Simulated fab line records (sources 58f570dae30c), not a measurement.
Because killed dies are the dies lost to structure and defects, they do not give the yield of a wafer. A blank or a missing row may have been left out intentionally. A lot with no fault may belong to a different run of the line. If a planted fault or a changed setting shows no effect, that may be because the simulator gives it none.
A struck lot beside a sound one | flow berkeley-cmos170 | 44 steps out of a route of 331
Sound: wafers L795.2, L795.4, L795.6. Wafers struck: L796.1, L796.3, L796.4. Last of all comes the cause.
For every step that has rows: the tool of each side, followed by ch and its chambers, followed by its first start. Under that, the readings that differ: sound wafers | struck wafers | difference of the means | sigmas: that difference in standard deviations of wafers without a fault.
alike: words and numbers the same on both sides, and readings whose means are apart by under 2 such deviations; not compared: readings that were withheld, readings missing a value for some wafer, numbers with overlapping values and no deviation given by the record, and bounds like >300 which may hide the same value.
The two part at a step that has a row with sigmas, a row that says differs or no value, or rows on one side only. Non-overlapping numbers with no deviation appear without sigmas and do not part them. Lack of a reading on every wafer of one side parts them only where that side has two or more wafers.

first, 7 steps without rows for these wafers: UCB170_ACTIVE_CLEAN_17 (cleans in SPM, time 600 s); UCB170_PFIELD_HMDS_00 (prime time 60 s); UCB170_PFIELD_COAT_01 (resist thk 900 nm); UCB170_PFIELD_SOFTBAKE_02 (time 60 s); UCB170_PFIELD_EXPOSE_03 (exposes mask PFIELD, target cd 1500 nm); UCB170_PFIELD_PEB_04; UCB170_PFIELD_DEVELOP_05 (develop time 45 s).
UCB170_PFIELD_OVL_MEAS_06:
  sound: overlay-01 at day 4 19:49; struck: overlay-01 at day 5 03:21
  alike: PFIELD_OVL
following that, these wafers have no rows for 1 step: UCB170_PFIELD_IMPLANT_07.
UCB170_PFIELD_STRIP_08: strips in O2.
  sound on plasma-asher-04 ch 0,1, day 4 19:59; struck on plasma-asher-03 ch 0,1, day 5 03:32
  alike: drypump-motor-current-A, oes-product-au, strip-time-to-endpoint-s
  not compared: rf-hours-counter-h
UCB170_PFIELD_TW_MEAS_09:
  sound: film-metro-02 at day 4 20:06; struck: film-metro-02 at day 5 03:38
  alike: PFIELD_TW
then, 1 step without rows for these wafers: UCB170_FIELD_CLEAN_00 (cleans in dHF, time 7.5 s).
UCB170_FIELD_OXIDATION_01: target thk 558.3 nm, ox time 7200 s.
  sound on furnace-03 ch 0, day 4 23:47; struck on furnace-03 ch 0, day 5 08:19
  reading                                      | sound                | struck               | difference | sigmas
  spike-tc-centre-C (C)                        | 1004.6 1003.7 1002.6 | 1035.0 1034.9 1034.4 | +31.1      | +31
  spike-tc-load-C (C)                          | 1032.0 1029.8 1031.0 | 1063.0 1063.4 1061.8 | +31.8      | +23
  spike-tc-source-C (C)                        | 1028 1026 1027       | 1060 1060 1059       | +33        | +7
  tube-center-temp-C (C)                       | 999.91 1000.1 999.92 | 1032.1 1032.1 1032.1 | +32.1      | +99 or more
  tube_center_temp_C_max                       | 1003.0 1002.6 1003.4 | 1034.5 1034.5 1034.8 | +31.6      | +73
  model.SiO2_of_FIELD_OXIDATION_01.thk-nm (nm) | 544.3 544.6 548.8    | 662.2 655.7 663.6    | +114.6     |
UCB170_FIELD_THK_MEAS_02:
  sound: film-metro-02 at day 5 02:48; struck: film-metro-02 at day 5 11:19
  reading              | sound       | struck      | difference | sigmas
  FIELD_OXIDE_THK (nm) | 545 545 549 | 663 656 664 | +115       | +12
then, 3 steps without rows for these wafers: UCB170_FIELD_ANNEAL_03 (time 1200 s); UCB170_FIELD_WET_ETCH_04 (etches SiO2 in dHF, time 58.02 s); UCB170_FIELD_WET_ETCH_05 (etches Si3N4 in H3PO4, time 12600 s).
UCB170_FIELD_WET_ETCH_06: etches SiO2 in BOE, time 22 s.
  sound on wet-bench-03 ch 2, day 5 12:05; struck on wet-bench-03 ch 2, day 5 20:53
  reading                                      | sound             | struck            | difference | sigmas
  temp-c (C)                                   | 25.12 25.20 25.10 | 24.81 24.98 24.99 | -0.21      | -2
  model.SiO2_of_FIELD_OXIDATION_01.thk-nm (nm) | 428.9 428.8 433.2 | 547 541 549       | +115       |
UCB170_FIELD_THK_MEAS_90:
  sound: film-metro-03 at day 5 12:07; struck: film-metro-01 at day 5 20:53
  reading                     | sound       | struck      | difference | sigmas
  FIELD_OXIDE_LEFT_1_THK (nm) | 429 429 433 | 547 541 549 | +115       | +12
then, 2 steps without rows for these wafers: UCB170_SACOX_CLEAN_00 (cleans in dHF, time 7.5 s); UCB170_SACOX_OXIDATION_01 (target thk 14.4 nm, ox time 2400 s).
UCB170_SACOX_THK_MEAS_02:
  sound: film-metro-04 at day 5 17:26; struck: film-metro-02 at day 6 00:37
  reading              | sound             | struck            | difference | sigmas
  SACOX_OXIDE_THK (nm) | 14.89 14.87 15.19 | 13.98 14.33 14.31 | -0.78      | -3
then, 2 steps without rows for these wafers: UCB170_SCREENOX_WET_ETCH_00 (etches SiO2 in dHF, time 200 s); UCB170_SCREENOX_OXIDATION_01 (target thk 14.4 nm, ox time 2400 s).
UCB170_SCREENOX_THK_MEAS_02:
  sound: film-metro-03 at day 5 22:58; struck: film-metro-04 at day 6 06:08
  alike: SCREENOX_OXIDE_THK
then, 7 steps without rows for these wafers: UCB170_SCREENOX_ANNEAL_03 (time 900 s); UCB170_NVT_HMDS_00 (prime time 60 s); UCB170_NVT_COAT_01 (resist thk 900 nm); UCB170_NVT_SOFTBAKE_02 (time 60 s); UCB170_NVT_EXPOSE_03 (exposes mask PWELL, target cd 3000 nm); UCB170_NVT_PEB_04; UCB170_NVT_DEVELOP_05 (develop time 45 s).
UCB170_NVT_OVL_MEAS_06:
  sound: overlay-02 at day 6 04:11; struck: overlay-01 at day 6 16:24
  alike: NVT_OVL
following that, these wafers have no rows for 1 step: UCB170_NVT_IMPLANT_07.
UCB170_NVT_STRIP_08: strips in O2.
  sound on plasma-asher-02 ch 0,1, day 6 04:22; struck on plasma-asher-02 ch 0,1, day 6 16:35
  alike: drypump-motor-current-A, oes-product-au, strip-time-to-endpoint-s
  not compared: rf-hours-counter-h
UCB170_NVT_TW_MEAS_09:
  sound: film-metro-04 at day 6 04:29; struck: film-metro-01 at day 6 16:41
  reading | sound             | struck            | difference | sigmas
  NVT_TW  | 522.2 525.1 527.0 | 521.5 518.4 519.1 | -5.1       | -2
then, 6 steps without rows for these wafers: UCB170_NVT_CLEAN_10 (cleans in SPM, time 600 s); UCB170_PVT_HMDS_00 (prime time 60 s); UCB170_PVT_COAT_01 (resist thk 900 nm); UCB170_PVT_SOFTBAKE_02 (time 60 s); UCB170_PVT_EXPOSE_03 (exposes mask NWELL, target cd 3000 nm); UCB170_PVT_PEB_04.
UCB170_FIELD_THK_MEAS_91:
  sound: film-metro-01 at day 6 08:38; struck: film-metro-02 at day 6 19:35
  reading                     | sound       | struck      | difference | sigmas
  FIELD_OXIDE_LEFT_2_THK (nm) | 341 341 345 | 459 453 461 | +115       | +12
-- the record jumps here: 2 days lie between the struck wafers' starts before and after (it left off in module FIELD and takes up again in module M3, whose first step shown is number 331 of the route) --
UCB170_M3_PROBE_99:
  record: rows for the struck wafers here (prober-02, day 9 01:46), none for the sound ones

== WHERE THEY PART ==
First at UCB170_FIELD_OXIDATION_01; last, within this record, at UCB170_M3_PROBE_99.

WHY: the cause the simulator had injected
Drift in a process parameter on furnace-03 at UCB170_FIELD_OXIDATION_01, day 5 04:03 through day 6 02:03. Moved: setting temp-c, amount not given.
